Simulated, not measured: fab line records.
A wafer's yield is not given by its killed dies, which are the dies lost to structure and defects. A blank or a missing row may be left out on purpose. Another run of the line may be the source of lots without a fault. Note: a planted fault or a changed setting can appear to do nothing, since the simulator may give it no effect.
What tool caused it?	flow berkeley_cmos170	14 lots, 42 wafers sampled, at 3 steps of a route of 331

WHAT THE GAUGES SHOWED, per wafer
UCB170_GATE_THK_MEAS_02. Usual: GATE_OXIDE_THK 6.59 nm, standard deviation 0.091.
lot	measured	on	GATE_OXIDE_THK (nm)	flag
L166	day 7 03:46	film_metro-03	6.58 6.46 6.42	
L167	day 7 14:38	film_metro-02	6.50 6.55 6.48	
L170	day 8 01:05	film_metro-03	6.70 6.74 6.60	
L171	day 8 01:05	film_metro-02	6.56 6.51 6.71	
L177	day 8 17:07	film_metro-03	6.51 6.54 6.40	
L176	day 9 00:56	film_metro-02	6.63 6.58 6.70	
L179	day 9 16:27	film_metro-02	6.56 6.57 6.49	
L180	day 10 01:22	film_metro-03	6.64 6.65 6.78	
L182	day 10 01:22	film_metro-02	6.51 6.52 6.61	
L181	day 10 01:26	film_metro-04	6.49 6.39 6.47	
L184	day 10 16:34	film_metro-03	6.73 6.72 6.52	
L185	day 10 16:35	film_metro-02	6.61 6.63 6.61	
L188	day 11 09:12	film_metro-04	6.50 6.55 6.59	
L189	day 11 16:45	film_metro-04	6.59 6.63 6.74	

UCB170_PSD_OVL_MEAS_07. Usual: PSD_OVL 3 nm, standard deviation 4.9.
lot	measured	on	PSD_OVL (nm)	flag
L166	day 8 05:43	overlay-01	6 11 5	
L167	day 8 13:20	overlay-02	13 3 3	
L170	day 9 00:44	overlay-01	2 -2 8	
L171	day 9 00:37	overlay-02	3 9 12	
L177	day 9 20:59	overlay-02	11 1 10	
L176	day 9 21:17	overlay-02	0 -5 2	
L179	day 10 12:43	overlay-02	2 0 1	
L180	day 11 03:26	overlay-02	10 11 6	
L182	day 11 03:42	overlay-02	3 0 5	
L181	day 11 03:09	overlay-01	-2 1 5	
L184	day 11 15:26	overlay-02	-4 -3 4	
L185	day 11 15:47	overlay-01	4 0 4	
L188	day 12 04:57	overlay-01	0 -1 8	
L189	day 12 17:04	overlay-02	-2 5 0	

WHICH TOOL RAN EACH LOT (tool, then ch and the chambers of the sampled wafers, then the start)
lot	UCB170_GATE_STRIP_16
L166	plasma_asher-02 ch 0,1, day 7 12:17
L167	plasma_asher-01 ch 0,1, day 7 23:42
L170	plasma_asher-03 ch 0,1, day 8 08:39
L171	plasma_asher-02 ch 0,1, day 8 08:14
L177	plasma_asher-03 ch 0,1, day 9 08:50
L176	plasma_asher-01 ch 0, day 9 09:19
L179	plasma_asher-02 ch 0,1, day 10 01:03
L180	plasma_asher-01 ch 0,1, day 10 12:28
L182	plasma_asher-03 ch 0,1, day 10 12:23
L181	plasma_asher-01 ch 0,1, day 10 12:10
L184	plasma_asher-02 ch 0,1, day 11 03:10
L185	plasma_asher-02 ch 0,1, day 11 02:46
L188	plasma_asher-03 ch 0,1, day 11 16:03
L189	plasma_asher-01 ch 0,1, day 12 03:31
- UCB170_GATE_STRIP_16: strips in O2.

AS READ BY THE TOOLS THEMSELVES (means over the sampled wafers that have a number; for cases with no such wafer, the mark the record gives instead)
UCB170_GATE_STRIP_16. Usual: chamber_pressure_mTorr 3500 mTorr, standard deviation 3.4; drypump_motor_current_A 6.1 A, standard deviation 0.31; oes_product_au 0.724 a.u., standard deviation 0.0047.
lot	tool	chamber_pressure_mTorr (mTorr)	drypump_motor_current_A (A)	oes_product_au (a.u.)	flag
L166	plasma_asher-02	3499	6.3	0.727	
L167	plasma_asher-01	3501	6.1	0.723	
L170	plasma_asher-03	3500	6.1	0.725	
L171	plasma_asher-02	3499	6.2	0.731	
L177	plasma_asher-03	3499	6.0	0.721	
L176	plasma_asher-01	3504	5.6	0.725	
L179	plasma_asher-02	3502	6.3	0.727	
L180	plasma_asher-01	3495	6.1	0.722	
L182	plasma_asher-03	3497	6.0	0.723	
L181	plasma_asher-01	3497	6.1	0.721	
L184	plasma_asher-02	3501	6.2	0.726	
L185	plasma_asher-02	3502	6.1	0.720	
L188	plasma_asher-03	3500	5.9	0.722	
L189	plasma_asher-01	3500	6.1	0.726	

THE ANSWER, worked out from the rows above alone
Rule: a lot is off if the mean of its wafers that have a number lies more than 3 standard deviations from the usual mean. A lot without any number at a reading at which 4 lots or more have one is off too. All remaining lots with rows at the step are treated as sound. After the gauges, taken in route order, come the tools' own readings; for these a lot's mean is taken, as printed above. At the first step where some lot is off, the reading lying furthest off is the one used; lots without a number count as furthest.
Across all readings shown, no lot is off: no conclusion can be drawn from this.

WHAT WAS PUT IN BY THE SIMULATOR
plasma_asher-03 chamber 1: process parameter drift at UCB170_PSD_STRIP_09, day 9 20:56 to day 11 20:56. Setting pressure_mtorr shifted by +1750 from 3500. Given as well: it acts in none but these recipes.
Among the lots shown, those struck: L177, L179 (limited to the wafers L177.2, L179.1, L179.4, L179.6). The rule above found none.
